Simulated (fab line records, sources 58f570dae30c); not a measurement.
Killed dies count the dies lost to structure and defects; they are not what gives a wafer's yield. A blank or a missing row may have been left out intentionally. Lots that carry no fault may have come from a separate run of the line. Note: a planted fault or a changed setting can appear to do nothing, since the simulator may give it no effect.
8D (eight disciplines) problem report, filled in by code || flow berkeley cmos170 || the parts of the form that need people (team, actions taken, sign-off) are left out

== 1. PROBLEM STATEMENT ==
At UCB170_V2_CD_MEAS_12, cd nm averages 726.8 nm over 6 wafers from 2 lots, while fault-free wafers read 700.0 nm, standard deviation 1.4. That is +19 standard deviations from the usual mean.
The step: target cd 700 nm.
First seen on wafer L973.2, day 8 21:58, on cd sem-01. At this step, 42 wafers from 14 lots have a number in the record. Rule for "out" (also "out of limits"): further than 4 standard deviations from the usual mean. The other wafers with a number count as sound.

== 2. WHAT IT IS, WHAT IT ISN'T ==
{"question": "which readings at this step", "is": "cd nm", "is not": "-"}
{"question": "which lots", "is": "L973, L984", "is not": "L972, L974, L976, L979, L983, L985, L986, L988, L990, L992, L993, L994"}
{"question": "which wafers of those lots", "is": "all that have a number", "is not": "-"}
{"question": "read on which gauges", "is": "cd sem-01, cd sem-02", "is not": "-"}
{"question": "when", "is": "from day 8 21:58", "is not": "up to then (12 sound wafers); but 24 sound wafers of L983, L985, L986, L988, L990, L992, L993, L994 came after"}

== 3. WHAT RULES OUT EACH SUSPECT ==
Counting: any tool at a process step up to the reading is kept as a suspect provided that every lot that is out went through it and no sound lot did after the first of them.
- the gauge at UCB170_V2_CD_MEAS_12 is ruled out. The wafers that are out were read on 2 gauges (cd sem-01, cd sem-02).
- litho track-02 at UCB170_V2_SOFTBAKE_08 (time 60 s): kept. It ran every lot that is out, first L973 (day 8 21:22), and no sound lot after that; its last sound lot up to then is L979 (day 8 13:38). Its own heater power total W, plate temp C readings are out on those wafers.
Left after counting: litho track-02 at UCB170_V2_SOFTBAKE_08.

== 4. THE CAUSE (what the simulator had put in) ==
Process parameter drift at UCB170_V2_SOFTBAKE_08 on litho track-02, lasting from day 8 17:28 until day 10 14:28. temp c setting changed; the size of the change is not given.
Only this tool survived the counting.

== 5. THE EFFECT CHAIN, in route order ==
Each row: a reading where the mean over the struck wafers with a number is more than 3 standard deviations away from the usual. Only readings whose record carries a usual standard deviation are examined. hours: median over the lots of the time between each lot's start at the first step of this table that gives one and its start at this step. sigmas: the change, counted in usual standard deviations.
{"hours": 0, "step": "UCB170_V2_SOFTBAKE_08", "reading": "heater power total W", "usual": "56.80 W", "on struck wafers": 61.92, "change": "+5.12", "sigmas": "+99 or more"}
{"hours": 0, "step": "UCB170_V2_SOFTBAKE_08", "reading": "plate temp C", "usual": "129.97 C", "on struck wafers": 138.81, "change": "+8.84", "sigmas": "+59"}
{"hours": 1, "step": "UCB170_V2_CD_MEAS_12", "reading": "cd nm", "usual": "700.0 nm", "on struck wafers": 726.8, "change": "+26.8", "sigmas": "+19"}
Here are the process steps it includes:
- UCB170_V2_SOFTBAKE_08: time 60 s.

== 6. HOW IT WOULD HAVE BEEN CAUGHT EARLIER ==
4 hours passed between the start of the fault at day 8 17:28 and the first reading out of limits at a measuring or inspecting step in this record, taken at day 8 21:58.
The tool's own readings at UCB170_V2_SOFTBAKE_08 were out on every struck wafer that the step has a row for (heater power total W, plate temp C): an alarm limit on them would have fired on the first of those.
Of the lots that are out (2), L984 began UCB170_V2_SOFTBAKE_08 on litho track-02 after day 8 21:58. Putting the tool on hold at that point would have spared it.
